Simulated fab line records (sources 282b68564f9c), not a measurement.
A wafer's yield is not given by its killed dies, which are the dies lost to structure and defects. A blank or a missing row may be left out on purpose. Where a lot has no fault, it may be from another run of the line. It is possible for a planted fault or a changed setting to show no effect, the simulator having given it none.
fab line records + flow rit-cmos
record:
- lots: 15
- wafers: 45
- last-day: 7
route steps=202 shown FOX1@22 M1@202
lots with no fault: from the same line, run without faults
start-h: start of the lot's first displayed wafer, in hours after the record's first day + wait-h: how many hours have passed since the lot's step before this one + " the same as in the row above + L1.1+2: one row covering several wafers at once + - no value, or no start given + * or withheld: withheld + < > ~ a bound
route shown NAME@n: NAME is a module with steps in the file, n the number in the route of the first one + usual: average and standard deviation across the fault-free wafers + same: alike in all rows + chamber/n: place in a boat + sites: per-site readings + _std_site: their standard deviation + _edge_site: the outer-site mean with the inner-site mean subtracted + radius-mm: for every site, how far away it sits from the centre of the wafer + mask NAME#n: copy n + behind: the most recent tool/chamber to have shaped the wafer + hold: what put the lot on hold/how long, in hours/how the hold closed + device: transistor that didn't switch, given as n, p or np + end of line: the tests these same wafers got at the end of their route + a step given without rows: its recipe and nothing more + killed: dies that structure and defects cost at the first sort, which is not the same as the wafer's yield + map: dies across one wafer; x = killed, . = not, _ = none there
set.NAME: the setting the step ran with; set.NAME@STEP: the setting that earlier step ran with + model.NAME: the simulator's own value behind a step, which no gauge read
the route's steps for a sample of lots (tables are steps, rows are wafers)
services: a tool's chamber out of use, with start hour (start-h, from the record's first day; less than 0 if before it), hours out, and reason
== steps ==
step: RIT_FOX1_WET_ETCH_02
recipe:
- chemistry: BOE
- target-depth-nm: 350
- time-s: 382
- temp-c: 21.5
- dry: n2-spin
- dilution: 10:1
- target: SiO2
usual:
- bath-heat-duty-pct: 1.7/0.4
- run-length-s: 415.4/1.1
- temp-c: 21.50/0.1
| lot.wafer | tool         | chamber | start-h | wait-h | bath-heat-duty-pct | run-length-s | temp-c |
|-----------|--------------|---------|---------|--------|--------------------|--------------|--------|
| L858.1    | wet-bench-03 | 2       | 17.05   | 0.1    | 2.0                | 416.1        | 21.56  |
| L858.3    | "            | 2       | "       | "      | 1.7                | 416.1        | 21.58  |
| L858.4    | "            | 2       | "       | "      | 2.0                | 416.1        | 21.48  |
| L859.2    | wet-bench-04 | 1       | 23.86   | 0.0    | 1.8                | 415.3        | 21.69  |
| L859.4    | "            | 1       | "       | "      | 1.8                | 415.3        | 21.75  |
| L859.5    | "            | 1       | "       | "      | 2.5                | 415.3        | 21.71  |
| L860.1    | wet-bench-04 | 2       | 29.33   | 0.1    | 2.0                | 415.0        | 21.51  |
| L860.3    | "            | 2       | "       | "      | 1.5                | 415.0        | 21.53  |
| L860.6    | "            | 2       | "       | "      | 2.0                | 415.0        | 21.57  |
| L861.3    | wet-bench-02 | 1       | 33.14   | 0.0    | 1.5                | 415.6        | 21.49  |
| L861.4    | "            | 1       | "       | "      | 1.5                | 415.6        | 21.24  |
| L861.6    | "            | 1       | "       | "      | 1.9                | 415.6        | 21.35  |
| L863.2    | wet-bench-04 | 0       | 44.01   | 0.0    | 0.9                | 416.1        | 21.44  |
| L863.3    | "            | 0       | "       | "      | 1.7                | 416.1        | 21.43  |
| L863.5    | "            | 0       | "       | "      | 1.7                | 416.1        | 21.39  |
| L865.2    | wet-bench-03 | 3       | 54.22   | 0.0    | -                  | -            | -      |
| L865.5    | "            | 3       | "       | "      | -                  | -            | -      |
| L865.6    | "            | 3       | "       | "      | -                  | -            | -      |
| L866.4    | wet-bench-03 | 1       | 58.86   | 0.0    | -                  | -            | -      |
| L866.5    | "            | 1       | "       | "      | -                  | -            | -      |
| L866.6    | "            | 1       | "       | "      | -                  | -            | -      |
| L867.1    | wet-bench-03 | 3       | 63.80   | 0.1    | -                  | -            | -      |
| L867.2    | "            | 3       | "       | "      | -                  | -            | -      |
| L867.4    | "            | 3       | "       | "      | -                  | -            | -      |
| L872.1    | wet-bench-04 | 0       | 88.00   | 0.1    | 1.2                | 416.8        | 21.53  |
| L872.4    | "            | 0       | "       | "      | 1.2                | 416.8        | 21.61  |
| L872.6    | "            | 0       | "       | "      | 1.1                | 416.8        | 21.61  |
| L874.1    | wet-bench-02 | 1       | 97.72   | 0.1    | 1.8                | 416.3        | 21.53  |
| L874.4    | "            | 1       | "       | "      | 1.7                | 416.3        | 21.55  |
| L874.5    | "            | 1       | "       | "      | 1.9                | 416.3        | 21.48  |
| L875.1    | wet-bench-02 | 0       | 103.13  | 0.1    | 1.8                | 413.8        | 21.47  |
| L875.4    | "            | 0       | "       | "      | 2.3                | 413.8        | 21.46  |
| L875.6    | "            | 0       | "       | "      | 1.6                | 413.8        | 21.48  |
| L876.3    | wet-bench-02 | 3       | 109.62  | 0.0    | 2.5                | 414.1        | 21.49  |
| L876.4    | "            | 3       | "       | "      | 2.2                | 414.1        | 21.32  |
| L876.5    | "            | 3       | "       | "      | 1.3                | 414.1        | 21.50  |
| L877.1    | wet-bench-02 | 3       | 113.07  | 0.1    | 2.2                | 413.5        | 21.58  |
| L877.2    | "            | 3       | "       | "      | 1.6                | 413.5        | 21.47  |
| L877.4    | "            | 3       | "       | "      | 1.5                | 413.5        | 21.65  |
| L878.1    | wet-bench-03 | 0       | 119.56  | 0.1    | 1.3                | 416.4        | 21.46  |
| L878.2    | "            | 0       | "       | "      | 2.0                | 416.4        | 21.48  |
| L878.5    | "            | 0       | "       | "      | 1.6                | 416.4        | 21.40  |
| L881.2    | wet-bench-02 | 0       | 132.64  | 0.0    | 2.2                | 415.1        | 21.53  |
| L881.5    | "            | 0       | "       | "      | 1.3                | 415.1        | 21.18  |
| L881.6    | "            | 0       | "       | "      | 1.7                | 415.1        | 21.43  |
step: RIT_M1_PROBE_99
usual:
- killed_at_M0_to_M3: 0.0/0.12
- killed-at-contacts: 0.1/0.25
- killed-at-front-end: 6.3/2.9
- killed-dies: 6.4/2.8
- killed-open: 3.3/2
- killed-short: 3.1/2
same:
- gross-dies: 264
- killed_at_M4_up: 0
- killed-at-back-side: 0
- killed-at-other: 0
| lot.wafer | tool      | chamber | start-h | wait-h | killed_at_M0_to_M3 | killed-at-contacts | killed-at-front-end | killed-dies | killed-open | killed-short |
|-----------|-----------|---------|---------|--------|--------------------|--------------------|---------------------|-------------|-------------|--------------|
| L866.4    | prober-01 | -       | 101.80  | 0.2    | 0                  | 0                  | 6                   | 6           | 4           | 2            |
| L866.5    | prober-01 | -       | 101.85  | 0.2    | 0                  | 1                  | 12                  | 13          | 8           | 5            |
| L866.6    | prober-01 | -       | 101.90  | 0.2    | 0                  | 0                  | 11                  | 11          | 4           | 7            |
| L874.1    | prober-02 | -       | 142.90  | 0.1    | 0                  | 0                  | 3                   | 3           | 3           | 0            |
| L874.4    | prober-02 | -       | 143.05  | 0.2    | 0                  | 0                  | 7                   | 7           | 5           | 2            |
| L874.5    | prober-02 | -       | 143.10  | 0.2    | 0                  | 1                  | 3                   | 4           | 3           | 1            |
killed by level:class
L866.4 GATE:geometric-particle:short=2 GATE:geometric-particle:open=2 FOX1:geometric-particle:open=1 SPACER:geometric-particle:open=1
L866.5 GATE:geometric-particle:open=2 REOX:geometric-particle:open=2 FOX1:geometric-particle:short=1 FOX2:geometric-particle:open=1 FOX2:geometric-particle:short=1 GATE:geometric-particle:short=1 SPACER:geometric-particle:open=1 SPACER:geometric-particle:short=1
L866.6 FOX1:geometric-particle:short=3 FOX2:geometric-particle:short=3 GATE:geometric-particle:open=2 SPACER:geometric-particle:open=2 GATE:geometric-particle:short=1
L874.1 GATE:geometric-particle:open=2 REOX:geometric-particle:open=1
L874.4 GATE:geometric-particle:open=2 FOX1:geometric-particle:open=1 FOX2:geometric-particle:open=1 GATE:geometric-particle:short=1 REOX:geometric-particle:short=1 SPACER:geometric-particle:open=1
L874.5 GATE:geometric-particle:open=2 GATE:geometric-particle:short=1 CONTACT:geometric-particle:open=1
== services ==
| tool         | chamber | start-h | hours | kind   |
|--------------|---------|---------|-------|--------|
| wet-bench-03 | -       | 91.67   | 1.9   | repair |
== key ==
first-sign:
- step: RIT_FOX1_WET_ETCH_02
- reading: tool-record
- direction: missing
effect none on later readings
met-at RIT_FOX1_WET_ETCH_02
struck-lots L865,L866,L867
tester-left-out L865,L866,L867
onset-between 17.05 54.22
fault:
- kind: skipped-step-whole
- tool: wet-bench-03
- chamber: -
- onset-h: 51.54
- steps: RIT_FOX1_WET_ETCH_02
- scope: struck-lots-only
tester-left-out: of these lots the tester's yield and bins aren't shown, on N5 and GAA mostly nor the transistor test; their killed dies are dies lost to structure and defects alone, not to doping, threshold or leakage, so they don't give the yield
